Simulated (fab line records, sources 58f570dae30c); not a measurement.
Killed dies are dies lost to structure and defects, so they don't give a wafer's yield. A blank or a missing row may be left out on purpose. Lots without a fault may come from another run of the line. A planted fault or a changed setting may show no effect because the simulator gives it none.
Which tool did it? | flow berkeley_cmos170 | 9 lots, 27 wafers sampled, at 6 steps of a route of 331

WHAT THE GAUGES READ, wafer by wafer
UCB170_PWELL_THK_MEAS_06. Usual: PWELL_NITRIDE_THK 219.6 nm, standard deviation 2.4.
lot  | measured    | on            | PWELL_NITRIDE_THK (nm) | flag
L269 | day 2 21:32 | film_metro-04 | 221.8 223.2 220.5      |
L270 | day 3 05:50 | film_metro-01 | 221.5 219.9 219.7      |
L271 | day 3 07:49 | film_metro-01 | 220.0 221.1 219.8      |
L276 | day 4 14:52 | film_metro-02 | 219.4 218.7 219.9      |
L281 | day 5 08:14 | film_metro-01 | 138.4 138.5 141.8      | OFF
L285 | day 5 23:18 | film_metro-04 | 221.4 221.2 222.6      |
L284 | day 6 08:40 | film_metro-01 | 213.3 213.4 211.5      |
L286 | day 6 08:40 | film_metro-04 | 218.7 219.4 221.7      |
L287 | day 6 15:01 | film_metro-01 | 216.3 218.0 217.8      |

UCB170_SACOX_THK_MEAS_02. Usual: SACOX_OXIDE_THK 14.5 nm, standard deviation 0.35.
lot  | measured    | on            | SACOX_OXIDE_THK (nm) | flag
L269 | day 4 16:42 | film_metro-03 | 14.2 14.3 14.1       |
L270 | day 5 04:18 | film_metro-02 | 14.4 14.6 14.2       |
L271 | day 5 04:17 | film_metro-01 | 14.3 14.3 14.1       |
L276 | day 6 14:36 | film_metro-02 | 14.9 15.1 15.0       |
L281 | day 7 17:52 | film_metro-02 | 14.5 14.6 14.4       |
L285 | day 7 23:38 | film_metro-03 | 14.2 14.2 14.1       |
L284 | day 8 14:35 | film_metro-03 | 14.4 14.4 14.5       |
L286 | day 8 19:07 | film_metro-03 | 14.6 14.7 14.5       |
L287 | day 9 03:48 | film_metro-01 | 14.4 14.3 14.4       |

UCB170_M3_THK_MEAS_03: measures by xrf. Usual: M3_AL_THK 887 nm, standard deviation 9.7.
lot  | measured     | on            | M3_AL_THK (nm) | flag
L269 | day 7 06:13  | film_metro-02 | 886 881 882    |
L270 | day 7 16:37  | film_metro-02 | 882 892 888    |
L271 | day 7 17:47  | film_metro-04 | 886 891 883    |
L276 | day 8 16:23  | film_metro-03 | 885 876 886    |
L281 | day 10 07:52 | film_metro-04 | 893 886 899    |
L285 | day 10 18:17 | film_metro-02 | 874 890 877    |
L284 | day 11 07:59 | film_metro-04 | 897 889 890    |
L286 | day 11 21:21 | film_metro-02 | 898 891 897    |
L287 | day 11 20:16 | film_metro-02 | 889 895 894    |

WHICH TOOL RAN EACH LOT (tool, then ch and the chambers of the sampled wafers, then the start)
lot  | UCB170_PWELL_CVD_05        | UCB170_PWELL_ETCH_14              | UCB170_V2_STRIP_15
L269 | lpcvd-02 ch 0, day 2 19:36 | rie_diel-01 ch 0,1,3, day 2 22:35 | plasma_asher-04 ch 0,1, day 7 05:43
L270 | lpcvd-01 ch 1, day 3 03:55 | rie_diel-04 ch 1,2,3, day 3 07:14 | plasma_asher-03 ch 0,1, day 7 16:07
L271 | lpcvd-01 ch 1, day 3 05:54 | rie_diel-04 ch 1,3, day 3 08:45   | plasma_asher-01 ch 0,1, day 7 17:17
L276 | lpcvd-01 ch 0, day 4 12:56 | rie_diel-01 ch 0,2,3, day 4 15:58 | plasma_asher-01 ch 0,1, day 8 15:55
L281 | lpcvd-01 ch 0, day 5 06:18 | rie_diel-01 ch 0,3, day 5 10:05   | plasma_asher-04 ch 0,1, day 10 07:23
L285 | lpcvd-01 ch 1, day 5 21:23 | rie_diel-04 ch 1,2,3, day 6 01:05 | plasma_asher-04 ch 0, day 10 17:47
L284 | lpcvd-02 ch 0, day 6 06:46 | rie_diel-02 ch 0,1,3, day 6 09:53 | plasma_asher-01 ch 0,1, day 11 07:30
L286 | lpcvd-02 ch 1, day 6 06:46 | rie_diel-04 ch 0,1,2, day 6 10:24 | plasma_asher-04 ch 0,1, day 11 20:52
L287 | lpcvd-02 ch 1, day 6 13:04 | rie_diel-02 ch 0,1,3, day 6 17:29 | plasma_asher-03 ch 0,1, day 11 19:45
- UCB170_PWELL_CVD_05: deposits Si3N4 from SiH2Cl2/NH3, target thk 220 nm, time 3300 s.
- UCB170_PWELL_ETCH_14: etches Si3N4 in CH3F/Ar/O2, stops on SiO2, target depth 242 nm, time 155 s.
- UCB170_V2_STRIP_15: strips in O2.

WHAT THE TOOLS THEMSELVES READ (means of the sampled wafers that have a number; where no wafer has one, the mark that the record gives instead)
UCB170_PWELL_CVD_05. Usual: pressure_mtorr 200.0 mTorr, standard deviation 0.41; zone_power_source_pct 20.0 %, standard deviation 1.5.
lot  | tool     | pressure_mtorr (mTorr) | zone_power_source_pct (%) | flag
L269 | lpcvd-02 | 200.4                  | 23.0                      |
L270 | lpcvd-01 | 199.6                  | 20.2                      |
L271 | lpcvd-01 | 200.5                  | 20.5                      |
L276 | lpcvd-01 | 199.9                  | 20.0                      |
L281 | lpcvd-01 | 200.0                  | 19.9                      |
L285 | lpcvd-01 | 200.5                  | 20.2                      |
L284 | lpcvd-02 | 199.8                  | 23.2                      |
L286 | lpcvd-02 | 200.0                  | 17.3                      |
L287 | lpcvd-02 | 200.1                  | 17.4                      |

UCB170_PWELL_ETCH_14. Usual: drypump_motor_current_A 5.8 A, standard deviation 0.36; oes_product_au 0.942 a.u., standard deviation 0.014; throttle_valve_pct 8.07 %, standard deviation 0.17.
lot  | tool        | drypump_motor_current_A (A) | oes_product_au (a.u.) | throttle_valve_pct (%) | flag
L269 | rie_diel-01 | 5.8                         | 0.939                 | 8.14                   |
L270 | rie_diel-04 | 5.7                         | 0.955                 | 8.13                   |
L271 | rie_diel-04 | 5.5                         | 0.958                 | 8.11                   |
L276 | rie_diel-01 | 5.5                         | 0.937                 | 8.00                   |
L281 | rie_diel-01 | 5.5                         | 0.729                 | 8.05                   | OFF
L285 | rie_diel-04 | 5.7                         | 0.958                 | 8.15                   |
L284 | rie_diel-02 | 5.7                         | 0.918                 | 8.07                   |
L286 | rie_diel-04 | 5.9                         | 0.940                 | 8.18                   |
L287 | rie_diel-02 | 5.7                         | 0.930                 | 8.07                   |

UCB170_V2_STRIP_15. Usual: drypump_motor_current_A 5.6 A, standard deviation 0.65; oes_product_au 0.722 a.u., standard deviation 0.0044; strip_time_to_endpoint_s 15.22 s, standard deviation 0.091.
lot  | tool            | drypump_motor_current_A (A) | oes_product_au (a.u.) | strip_time_to_endpoint_s (s) | flag
L269 | plasma_asher-04 | 5.0                         | 0.717                 | 15.30                        |
L270 | plasma_asher-03 | 6.6                         | 0.724                 | 15.35                        |
L271 | plasma_asher-01 | 5.6                         | 0.725                 | 15.31                        |
L276 | plasma_asher-01 | 5.6                         | 0.721                 | 15.20                        |
L281 | plasma_asher-04 | 5.1                         | 0.718                 | 15.20                        |
L285 | plasma_asher-04 | 5.2                         | 0.721                 | 15.27                        |
L284 | plasma_asher-01 | 5.6                         | 0.724                 | 15.13                        |
L286 | plasma_asher-04 | 5.0                         | 0.724                 | 15.27                        |
L287 | plasma_asher-03 | 6.6                         | 0.722                 | 15.30                        |

THE ANSWER, worked out from the rows above alone
Rule: a lot is off if the mean of its wafers that have a number lies more than 3 standard deviations from the usual mean. A lot without any number at a reading at which 4 lots or more have one is off too. The other lots that the step has rows for count as sound. The gauges are gone through in route order, then the tools' own readings, and for those a lot's mean is taken as printed above. The first step at which some lot is off is used, and at that step the reading that is off furthest; a lot without a number counts as furthest.
Off: L281, at UCB170_PWELL_THK_MEAS_06 (PWELL_NITRIDE_THK).
A tool fits if, at a process step before that reading, it ran every lot that is off, and no sound lot after the first of them. The gauges at UCB170_PWELL_THK_MEAS_06 aren't tried: what is off there is off at UCB170_PWELL_ETCH_14 too, on other tools, and a gauge's error can't cause that. None of those tried fits.

WHAT THE SIMULATOR HAD PUT IN
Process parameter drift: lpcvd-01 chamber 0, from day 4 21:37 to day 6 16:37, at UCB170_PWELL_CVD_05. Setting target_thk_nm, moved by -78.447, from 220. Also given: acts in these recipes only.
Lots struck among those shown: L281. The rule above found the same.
